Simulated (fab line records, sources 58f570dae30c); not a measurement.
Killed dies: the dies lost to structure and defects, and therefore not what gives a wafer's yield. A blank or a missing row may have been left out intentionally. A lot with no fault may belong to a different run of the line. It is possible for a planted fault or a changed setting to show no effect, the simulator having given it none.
fab line records	flow berkeley-cmos170
[record] lots = 15	wafers = 45	last-day = 13
route steps=331 shown PWELL@37 SDANNEAL@205 SILICIDE@214
lots that met no fault: taken from a fault-free run of the same line
start-h: hours from the record's opening day to when the first of the lot's shown wafers began	wait-h: hours elapsed since this lot's preceding step	" unchanged from the row above	L1.1+2: a row that stands for several wafers	- no value, or no start given	* or withheld: withheld	< > ~ a bound
route shown NAME@n: NAME is a module with steps in the file, n the number in the route of the first one	usual: the fault-free wafers' mean and standard deviation	same: alike in all rows	chamber/n: place in a boat	sites: per-site readings	_std_site: the standard deviation of these	_edge_site: inner sites' mean taken away from outer sites' mean	radius-mm: for every site, how far away it sits from the centre of the wafer	mask NAME#n: copy n	behind: the last tool/chamber to shape the wafer	hold: why the lot went on hold/how many hours it stayed there/how the hold came to an end	device: the transistor (n, p or np) that didn't switch	end of line: tests run on the same wafers once the route is complete	where a step has no rows: the recipe by itself	killed: not the wafer's yield, but the dies lost to structure and defects at the first sort	map: a wafer's dies, marking killed ones x, the rest . and places with no die _
set.NAME: the setting as run; set.NAME@STEP: as run at that earlier step	model.NAME: the simulator's own value behind a step, which no gauge read
a sample of lots followed through the steps of the route, with each step as a table and each wafer as a row
services: from which hour (start-h, from the record's first day; less than 0 if before it) a tool's chamber was out of use, for how many hours, and why
[[steps]]
[step UCB170_PWELL_THK_MEAS_03]
[recipe] reads = SiO2_of_PWELL_OXIDATION_02
[usual] PWELL_OXIDE_THK = 26.2/0.47
lot.wafer	tool	chamber	start-h	wait-h	PWELL_OXIDE_THK[nm]
L791.1	film-metro-01	-	58.89	0.0	26.3
L791.3	"	-	"	"	26.4
L791.4	"	-	"	"	26.5
L792.1	film-metro-02	-	74.84	0.0	25.8
L792.3	"	-	"	"	25.9
L792.4	"	-	"	"	26.1
L793.2	film-metro-01	-	74.85	0.0	26.5
L793.3	"	-	"	"	26.7
L793.5	"	-	"	"	26.7
L796.1	film-metro-04	-	88.51	0.0	26.6
L796.4	"	-	"	"	26.3
L796.5	"	-	"	"	26.2
L795.2	film-metro-02	-	88.52	0.0	25.5
L795.3	"	-	"	"	25.3
L795.5	"	-	"	"	26.0
L794.3	film-metro-01	-	88.53	0.0	25.4
L794.5	"	-	"	"	25.2
L794.6	"	-	"	"	25.6
L799.1	film-metro-01	-	100.60	0.0	25.8
L799.3	"	-	"	"	25.7
L799.4	"	-	"	"	26.3
L798.2	film-metro-02	-	100.61	0.0	26.4
L798.4	"	-	"	"	26.8
L798.5	"	-	"	"	26.3
L797.1	film-metro-02	-	100.66	0.1	25.8
L797.4	"	-	"	"	26.4
L797.6	"	-	"	"	26.1
L800.1	film-metro-01	-	100.66	0.1	26.5
L800.4	"	-	"	"	27.0
L800.5	"	-	"	"	27.0
L807.2	film-metro-01	-	128.38	0.0	26.5
L807.3	"	-	"	"	26.9
L807.4	"	-	"	"	26.0
L809.1	film-metro-04	-	143.39	0.0	26.2
L809.4	"	-	"	"	26.5
L809.6	"	-	"	"	26.1
L812.1	film-metro-02	-	155.69	0.0	26.3
L812.2	"	-	"	"	27.1
L812.5	"	-	"	"	27.4
L814.3	film-metro-02	-	162.49	0.0	26.3
L814.4	"	-	"	"	26.2
L814.5	"	-	"	"	26.5
L813.4	film-metro-04	-	162.50	0.0	26.2
L813.5	"	-	"	"	26.6
L813.6	"	-	"	"	26.4
[step UCB170_PWELL_ETCH_14]
[recipe] chemistry = CH3F/Ar/O2	target = Si3N4	stop-on = SiO2	CH3F_flow_sccm = 20	Ar_flow_sccm = 50	O2_flow_sccm = 7	pressure-mtorr = 50	rf-w = 450	target-depth-a = 2420	over-etch-frac = 0.1	time-s = 151
[usual] drypump-motor-current-A = 5.8/0.41	oes-product-au = 0.939/0.012	throttle-valve-pct = 8.04/0.15
lot.wafer	tool	chamber	start-h	wait-h	drypump-motor-current-A	oes-product-au	rf-hours-counter-h	throttle-valve-pct
L791.1	rie-diel-01	3	72.43	0.0	5.8	0.927	4	7.91
L791.3	"	0	"	"	5.9	0.950	146	8.29
L791.4	"	2	"	"	6.4	0.952	74	8.12
L793.2	rie-diel-04	1	87.62	0.0	4.7	0.975	128	8.03
L793.3	"	3	"	"	5.2	0.944	143	8.13
L793.5	"	1	"	"	4.8	0.970	-	8.01
L792.1	rie-diel-04	1	87.89	0.0	4.7	0.961	128	8.00
L792.3	"	3	"	"	5.3	0.928	143	8.13
L792.4	"	0	"	"	6.4	0.922	74	7.91
L796.1	rie-diel-03	0	101.48	0.0	5.5	0.926	141	7.83
L796.4	"	1	"	"	5.9	0.937	1	8.23
L796.5	"	3	"	"	5.7	0.938	-	8.11
L795.2	rie-diel-01	2	101.83	0.0	6.5	0.939	75	8.14
L795.3	"	0	"	"	5.9	0.931	148	8.25
L795.5	"	2	"	"	6.5	0.943	-	8.12
L794.3	rie-diel-03	0	101.88	0.0	5.6	0.943	141	7.84
L794.5	"	1	"	"	5.9	0.947	-	8.21
L794.6	"	0	"	"	5.6	0.935	-	7.83
L798.2	rie-diel-01	1	112.19	0.0	6.0	0.926	49	8.00
L798.4	"	2	"	"	6.5	0.940	-	8.12
L798.5	"	0	"	"	5.9	0.953	-	8.27
L799.1	rie-diel-04	3	112.35	0.0	5.3	0.934	144	8.14
L799.3	"	0	"	"	6.4	0.923	75	7.96
L799.4	"	1	"	"	4.7	0.968	129	8.02
L797.1	rie-diel-01	1	112.90	0.0	6.0	0.938	50	8.00
L797.4	"	1	"	"	6.0	0.935	-	8.01
L797.6	"	2	"	"	6.5	0.948	-	8.11
L800.1	rie-diel-03	0	113.25	0.0	5.5	0.922	142	7.83
L800.4	"	2	"	"	6.2	0.938	114	7.91
L800.5	"	0	"	"	5.6	0.937	-	7.84
L807.2	rie-diel-03	0	140.63	0.0	5.6	0.938	143	7.82
L807.3	"	1	"	"	5.9	0.940	2	8.23
L807.4	"	3	"	"	5.7	0.955	17	8.11
L809.1	rie-diel-01	0	153.48	0.0	5.8	0.925	150	8.29
L809.4	"	2	"	"	6.5	0.949	78	8.11
L809.6	"	0	"	"	5.9	0.927	-	8.28
L812.1	rie-diel-03	2	165.75	0.0	6.2	0.934	117	7.91
L812.2	"	0	"	"	5.6	0.937	145	7.82
L812.5	"	1	"	"	5.9	0.948	-	8.24
L814.3	rie-diel-04	1	170.92	0.0	4.8	0.961	131	8.03
L814.4	"	2	"	"	5.8	0.925	17	7.94
L814.5	"	2	"	"	5.8	0.933	-	7.93
L813.4	rie-diel-03	1	171.91	0.0	5.9	0.955	4	8.22
L813.5	"	3	"	"	5.7	0.954	-	8.12
L813.6	"	2	"	"	6.2	0.946	-	7.91
[step UCB170_SDANNEAL_RTA_01]
[recipe] temp-c = 1050	time-s = 5	ambient = N2
[usual] chamber-o2-ppm = 1.995/0.022	lamp-power-pct = 36.7/1.4	wafer_temp_C_max = 1054.7/2.1
lot.wafer	tool	chamber	start-h	wait-h	chamber-o2-ppm	lamp-power-pct	wafer_temp_C_max
L791.1	rtp-anneal-01	0	186.19	0.1	1.989	35.2	1055.6
L791.3	"	0	"	"	1.976	35.1	1057.3
L791.4	"	0	"	"	1.936	35.2	1057.3
L792.1	rtp-anneal-02	0	198.50	0.1	2.003	38.1	1052.2
L792.3	"	0	"	"	1.973	38.0	1052.8
L792.4	"	0	"	"	1.992	38.1	1053.3
L793.2	rtp-anneal-01	0	198.84	0.1	1.993	35.2	1057.1
L793.3	"	0	"	"	2.004	35.2	1056.3
L793.5	"	0	"	"	2.025	35.1	1057.5
L795.2	rtp-anneal-02	0	208.27	0.1	2.014	38.1	1053.0
L795.3	"	0	"	"	1.974	38.1	1054.2
L795.5	"	0	"	"	1.953	38.0	1054.8
L794.3	rtp-anneal-01	0	208.53	0.1	1.961	35.1	1057.9
L794.5	"	0	"	"	2.012	35.2	1055.6
L794.6	"	0	"	"	1.962	35.2	1055.7
L796.1	rtp-anneal-02	0	208.90	0.1	2.020	38.1	1052.2
L796.4	"	0	"	"	2.028	38.0	1053.1
L796.5	"	0	"	"	1.978	38.0	1053.7
L798.2	rtp-anneal-02	0	226.37	0.1	2.015	38.0	1051.6
L798.4	"	0	"	"	1.994	38.1	1052.4
L798.5	"	0	"	"	1.996	38.0	1052.0
L800.1	rtp-anneal-01	0	226.53	0.1	1.976	35.2	1055.6
L800.4	"	0	"	"	1.985	35.2	1057.1
L800.5	"	0	"	"	1.999	35.2	1054.7
L797.1	rtp-anneal-02	0	226.67	0.1	2.002	38.1	1054.0
L797.4	"	0	"	"	1.996	38.0	1052.5
L797.6	"	0	"	"	1.999	38.1	1053.5
L799.1	rtp-anneal-02	0	227.02	0.1	2.017	38.1	1052.9
L799.3	"	0	"	"	2.003	38.0	1053.0
L799.4	"	0	"	"	1.986	38.0	1052.9
L807.2	rtp-anneal-01	0	255.66	0.1	2.010	35.1	1057.4
L807.3	"	0	"	"	2.012	35.1	1056.6
L807.4	"	0	"	"	2.040	35.2	1058.9
L809.1	rtp-anneal-02	0	265.33	0.1	2.006	38.1	1053.7
L809.4	"	0	"	"	2.023	38.1	1053.3
L809.6	"	0	"	"	2.010	38.0	1052.0
L812.1	rtp-anneal-02	0	279.14	0.1	1.998	38.1	1052.2
L812.2	"	0	"	"	1.993	38.0	1054.1
L812.5	"	0	"	"	2.011	38.1	1053.0
L814.3	rtp-anneal-02	0	288.36	0.1	2.026	38.1	1053.4
L814.4	"	0	"	"	2.031	38.1	1053.0
L814.5	"	0	"	"	2.003	38.0	1052.8
L813.4	rtp-anneal-02	0	289.47	0.1	1.966	38.0	1054.5
L813.5	"	0	"	"	1.978	38.0	1052.6
L813.6	"	0	"	"	1.963	38.1	1053.0
[step UCB170_SILICIDE_RTA_04]
[recipe] temp-c = 650	time-s = 15	ambient = N2
[usual] chamber-o2-ppm = 2.003/0.021	lamp-power-pct = 10.1/0.4	wafer_temp_C_max = 653.0/1.3
lot.wafer	tool	chamber	start-h	wait-h	chamber-o2-ppm	lamp-power-pct	wafer_temp_C_max
L791.1	rtp-anneal-02	0	187.00	0.1	2.000	10.6	652.2
L791.3	"	0	"	"	2.005	10.6	651.7
L791.4	"	0	"	"	2.022	10.6	652.4
L792.1	rtp-anneal-02	0	199.31	0.1	1.988	10.6	651.3
L792.3	"	0	"	"	2.020	10.6	651.9
L792.4	"	0	"	"	2.015	10.6	651.5
L793.2	rtp-anneal-01	0	199.66	0.1	2.001	9.8	654.1
L793.3	"	0	"	"	2.000	9.8	653.3
L793.5	"	0	"	"	2.023	9.8	654.0
L795.2	rtp-anneal-01	0	209.09	0.1	2.028	9.8	654.0
L795.3	"	0	"	"	2.003	9.8	655.4
L795.5	"	0	"	"	2.010	9.8	653.7
L794.3	rtp-anneal-02	0	209.36	0.1	1.983	10.5	651.5
L794.5	"	0	"	"	1.985	10.6	651.6
L794.6	"	0	"	"	1.964	10.6	651.9
L796.1	rtp-anneal-01	0	209.71	0.1	2.018	9.8	654.3
L796.4	"	0	"	"	1.989	9.8	653.7
L796.5	"	0	"	"	2.024	9.8	654.1
L798.2	rtp-anneal-01	0	227.39	0.1	301.98	9.8	654.1
L798.4	"	0	"	"	301.99	9.8	655.3
L798.5	"	0	"	"	301.99	9.8	653.2
L800.1	rtp-anneal-02	0	227.40	0.1	2.019	10.6	651.5
L800.4	"	0	"	"	2.013	10.6	652.1
L800.5	"	0	"	"	2.001	10.6	651.5
L797.1	rtp-anneal-01	0	227.56	0.1	302.03	9.7	654.0
L797.4	"	0	"	"	302.00	9.8	653.5
L797.6	"	0	"	"	302.00	9.8	654.2
L799.1	rtp-anneal-01	0	227.98	0.1	302.04	9.8	654.6
L799.3	"	0	"	"	302.00	9.8	653.7
L799.4	"	0	"	"	302.03	9.8	653.8
L807.2	rtp-anneal-02	0	256.52	0.1	2.003	10.6	651.9
L807.3	"	0	"	"	1.977	10.6	651.4
L807.4	"	0	"	"	2.009	10.6	652.2
L809.1	rtp-anneal-02	0	266.14	0.1	2.007	10.6	651.8
L809.4	"	0	"	"	2.000	10.6	651.7
L809.6	"	0	"	"	1.991	10.6	651.3
L812.1	rtp-anneal-02	0	279.96	0.1	2.015	10.6	651.1
L812.2	"	0	"	"	2.008	10.6	651.4
L812.5	"	0	"	"	1.981	10.6	651.5
L814.3	rtp-anneal-01	0	289.18	0.1	2.008	9.8	652.8
L814.4	"	0	"	"	2.016	9.8	653.6
L814.5	"	0	"	"	2.018	9.8	656.3
L813.4	rtp-anneal-01	0	290.40	0.1	1.983	9.8	653.2
L813.5	"	0	"	"	2.002	9.8	654.6
L813.6	"	0	"	"	1.993	9.8	655.2
[[services]]
tool	chamber	start-h	hours	kind
rie-diel-01	2	50.74	1.4	repair
rie-diel-03	1	60.17	-	clean
rie-diel-03	1	60.17	14.3	scheduled-down
rie-diel-03	1	60.17	14.3	vent-cycle
rie-diel-04	2	88.32	3.9	repair
rie-diel-03	1	94.69	5.9	repair
rie-diel-01	-	104.18	1.4	repair
rie-diel-01	3	109.88	9.0	repair
rie-diel-03	1	119.03	10.4	repair
rie-diel-01	2	121.48	1.2	repair
rie-diel-04	-	132.07	28.1	pm
rie-diel-03	2	141.92	14.9	repair
rie-diel-01	-	166.06	0.3	repair
rie-diel-01	0	169.31	9.3	repair
rie-diel-01	0	178.65	-	clean
rie-diel-01	0	178.65	18.6	scheduled-down
rie-diel-01	0	178.65	18.6	vent-cycle
rie-diel-04	3	189.46	-	clean
rie-diel-03	0	205.16	-	clean
rie-diel-03	0	205.16	26.5	scheduled-down
rie-diel-03	0	205.16	26.5	vent-cycle
rtp-anneal-01	-	246.98	4.5	pm
rie-diel-04	0	262.90	17.8	repair
rie-diel-04	1	288.09	11.5	repair
[[key]]
[first-sign] step = UCB170_SILICIDE_RTA_04	reading = chamber-o2-ppm	direction = up	sigmas = 99+	usual = 2.003	struck = 302.01
effect none on later readings
met-at UCB170_SILICIDE_RTA_04
struck-lots L797,L798,L799
tester-left-out L797,L798,L799
not-acting-at UCB170_PWELL_THK_MEAS_03,UCB170_PWELL_ETCH_14,UCB170_SDANNEAL_RTA_01
onset-between 209.71 227.39
[fault] kind = process-parameter-drift	tool = rtp-anneal-01	chamber = -	onset-h = 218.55	steps = UCB170_SILICIDE_RTA_04	channel = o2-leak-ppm	offset = 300	shape = step	end-h = 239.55
// tester-left-out: of these lots the tester's yield and bins aren't shown, on N5 and GAA mostly nor the transistor test; their killed dies are dies lost to structure and defects alone, not to doping, threshold or leakage, so they don't give the yield
